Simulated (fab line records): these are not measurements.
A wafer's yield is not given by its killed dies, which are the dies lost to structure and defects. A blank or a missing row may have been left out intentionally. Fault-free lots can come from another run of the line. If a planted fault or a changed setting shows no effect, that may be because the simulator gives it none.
Lot-split experiment | flow berkeley cmos170 | 5 lots, 23 wafers read, on a route of 331 steps

ON THE SPLIT
At UCB170_GATE_EXPOSE_09 (exposes mask POLY, target cd 350 nm), the setting dose mj was moved away from the recipe's 21 on 11 of the 23 wafers read, by -7.0% to +7.4%. For the rest of the wafers, this setting stayed at what the recipe calls for.

FROM THE SPLIT TO THE READING: what the file shows between them, 6 steps
- UCB170_GATE_PEB_10
- UCB170_GATE_DEVELOP_11: develop time 45 s
- UCB170_GATE_CD_MEAS_12: target cd 350 nm
- UCB170_GATE_ETCH_14: etches BARC in N2/H2
- UCB170_GATE_ETCH_15: etches poly-Si in HBr/Cl2, stops on SiO2, time 56.3 s, target depth 278.2 nm
- UCB170_GATE_STRIP_16: strips in O2

THE READING
At UCB170_GATE_CD_MEAS_90: cd nm in nanometres, against a target cd of 350 nm. On this fab line, fault-free wafers typically give 350.0 nm with a standard deviation of 1.9 nm.

wafer  | tool, chamber at the split | dose mj as run | against the recipe | cd nm, nm | against lot-mates on the recipe
L074.1 | krf scanner-02, 0          | 21             | recipe             | 352.2     | -
L074.5 | krf scanner-02, 0          | 21             | recipe             | 353.1     | -
L074.6 | krf scanner-02, 0          | 21             | recipe             | 353.2     | -
L075.1 | krf scanner-02, 0          | 21             | recipe             | 348.8     | -
L075.2 | krf scanner-02, 0          | 22.55          | +7.4%              | 334.5     | -13.8
L075.4 | krf scanner-02, 0          | 22.55          | +7.4%              | 336.9     | -11.4
L075.5 | krf scanner-02, 0          | 22.55          | +7.4%              | 337.1     | -11.2
L075.6 | krf scanner-02, 0          | 21             | recipe             | 347.8     | -
L078.1 | krf scanner-01, 0          | 21             | recipe             | 349.4     | -
L078.2 | krf scanner-01, 0          | 20.11          | -4.2%              | 355.7     | +5.9
L078.3 | krf scanner-01, 0          | 20.11          | -4.2%              | 358.7     | +8.9
L078.4 | krf scanner-01, 0          | 20.11          | -4.2%              | 356.7     | +6.9
L078.6 | krf scanner-01, 0          | 21             | recipe             | 350.1     | -
L080.1 | krf scanner-02, 0          | 21             | recipe             | 349.4     | -
L080.2 | krf scanner-02, 0          | 19.91          | -5.2%              | 358.7     | +9.1
L080.3 | krf scanner-02, 0          | 19.91          | -5.2%              | 357.8     | +8.2
L080.5 | krf scanner-02, 0          | 19.91          | -5.2%              | 358.3     | +8.7
L080.6 | krf scanner-02, 0          | 21             | recipe             | 349.9     | -
L085.1 | krf scanner-01, 0          | 21             | recipe             | 351.8     | -
L085.3 | krf scanner-01, 0          | 19.52          | -7.0%              | 362.3     | +10.4
L085.4 | krf scanner-01, 0          | 21             | recipe             | 352.4     | -
L085.5 | krf scanner-01, 0          | 21             | recipe             | 351.6     | -
L085.6 | krf scanner-01, 0          | 19.52          | -7.0%              | 362.8     | +10.9

THE FIT
A straight line over all 23 wafers: cd nm changes by -1.76 nm for each +1% of dose mj; r = -0.98; the points scatter about the line by 1.6 nm.
The same after taking each lot's own level away (the mean of its wafers on the recipe; 23 wafers): -1.62 nm for each +1%; r = -0.99; scatter 0.79 nm.
According to that fit, moving dose mj by its largest amount changes the reading by 12 nm.
The lots' own levels span 348.30 to 352.83 nm, that is 2.4 times the standard deviation above.
Consequently the slope shifts little with the lot-to-lot level, the two slopes agreeing.
Check: -11.5 nm against its lot-mates is what the line predicts for one of the wafers moved furthest among these (+7.4%) when that wafer is left out of the fit. It came out at -13.8 nm against them.

THE WHOLE CHAIN: every reading that the file lists as answering this split, in the file's order
step                   | what it does                                                                 | reading                                                     | change (the file's fit)              | r (the file's)
UCB170_GATE_CD_MEAS_12 | target cd 350 nm                                                             | cd nm                                                       | -1.64 nm for each +1% of the setting | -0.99
UCB170_GATE_ETCH_15    | etches poly-Si in HBr/Cl2, stops on SiO2, time 56.3 s, target depth 278.2 nm | GATE.cd nm (the simulator's own value, which no gauge read) | -1.62 nm for each +1% of the setting | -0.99
UCB170_GATE_CD_MEAS_90 | target cd 350 nm                                                             | cd nm                                                       | -1.61 nm for each +1% of the setting | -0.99

FILE'S OWN FIT
cd nm changes by -1.61 nm for each +1% of dose mj, r = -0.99.
